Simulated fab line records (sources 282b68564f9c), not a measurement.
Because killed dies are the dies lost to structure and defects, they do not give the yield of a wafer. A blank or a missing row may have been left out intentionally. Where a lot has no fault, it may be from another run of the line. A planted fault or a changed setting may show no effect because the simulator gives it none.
Struck lot and sound lot, side by side :: flow rit cmos :: 15 steps out of a route of 202
Sound: these wafers, L343.3, L343.5, L343.6. Wafers L357.1, L357.3, L357.5 were the ones struck. Last of all comes the cause.
For every step that has rows: the tool of each side, followed by ch and its chambers, followed by its first start. Under that, the readings that differ: sound wafers :: struck wafers :: difference of the means :: sigmas: that difference in standard deviations of wafers without a fault.
alike: words and numbers the same on both sides, and readings whose means are apart by under 2 such deviations; not compared: readings that were withheld, readings missing a value for some wafer, numbers with overlapping values and no deviation given by the record, and bounds like >300 which may hide the same value.
Wherever a step has rows on one side only, a row that says differs or no value, or a row with sigmas, the two part there. Numbers that have no deviation but don't overlap get no sigmas and don't part them. A reading missing from all wafers of one side parts the sides only when that side holds two or more wafers.

first, 1 step without rows for these wafers: RIT_CONTACT_CLEAN_14 (cleans in SC2, time 600 s).
RIT_M1_SPUTTER_00: material Al, target thk 400 nm, time 500 s.
  sound on pvd sputter-01, day 4 05:59; struck on pvd sputter-01, day 7 05:11
  alike: chamber pressure pa, throttle valve pct
RIT_M1_RS_MEAS_01: the measuring method here is four-point-probe.
  sound on film metro-02, day 4 06:19; struck on film metro-04, day 7 05:29
  alike: M1_AL_RS
RIT_M1_THK_MEAS_02: measures by xrf.
  sound on film metro-02, day 4 06:25; struck on film metro-04, day 7 05:37
  alike: M1_AL_THK
then, 6 steps without rows for these wafers: RIT_M1_HMDS_03 (prime time 60 s); RIT_M1_COAT_04 (resist thk 1310 nm); RIT_M1_SOFTBAKE_05 (time 60 s); RIT_M1_EXPOSE_06 (exposes mask M12, target cd 2600 nm); RIT_M1_PEB_07; RIT_M1_DEVELOP_08 (develop time 70.86 s).
RIT_M1_CD_MEAS_09: the cd target is 2600 nm.
  sound on cd sem-02, day 4 07:30; struck on cd sem-02, day 7 06:33
reading: cd nm (nm)
sound: 2599.4 2596.6 2598.9
struck: 2603.1 2604.0 2605.1
difference: +5.8
sigmas: +2
RIT_M1_OVL_MEAS_10:
  sound on overlay-02, day 4 07:36; struck on overlay-02, day 7 06:40
  alike: M1_OVL
RIT_M1_HARDBAKE_11: time 120 s.
  sound on litho track-03 ch 0, day 4 07:42; struck on litho track-01 ch 0, day 7 06:51
reading: heater power total W (W)
sound: 52.16 52.08 52.03
struck: 52.47 52.43 52.46
difference: +0.36
sigmas: +6

reading: plate temp C (C)
sound: 139.99 140.03 140.05
struck: 140.88 140.77 140.90
difference: +0.83
sigmas: +6
RIT_M1_METAL_ETCH_12: etches Al in Cl2/BCl3, stops on SiO2, time 165 s, target depth 600 nm.
  sound on rie metal-01 ch 0,1, day 4 07:55; struck on rie metal-01 ch 0,1, day 7 07:06
  alike: drypump motor current A, oes product au, throttle valve pct
  not compared: rf hours counter h
RIT_M1_PROBE_99:
  sound on prober-01, day 4 10:13; struck on prober-01, day 7 09:22
  alike: defect limited yield, killed at contacts, killed at front end, killed dies, killed open, killed short, sort_bin_3_pad_short, sort_bin_5_function, sort_bin_6_memory, sort n pass, sort yield pct

## WHERE THEY PART
First at RIT_M1_CD_MEAS_09; last, within this record, at RIT_M1_HARDBAKE_11. Later steps at which nothing parts them and some readings are alike: RIT_M1_METAL_ETCH_12, RIT_M1_PROBE_99.

WHY: what the simulator had put in
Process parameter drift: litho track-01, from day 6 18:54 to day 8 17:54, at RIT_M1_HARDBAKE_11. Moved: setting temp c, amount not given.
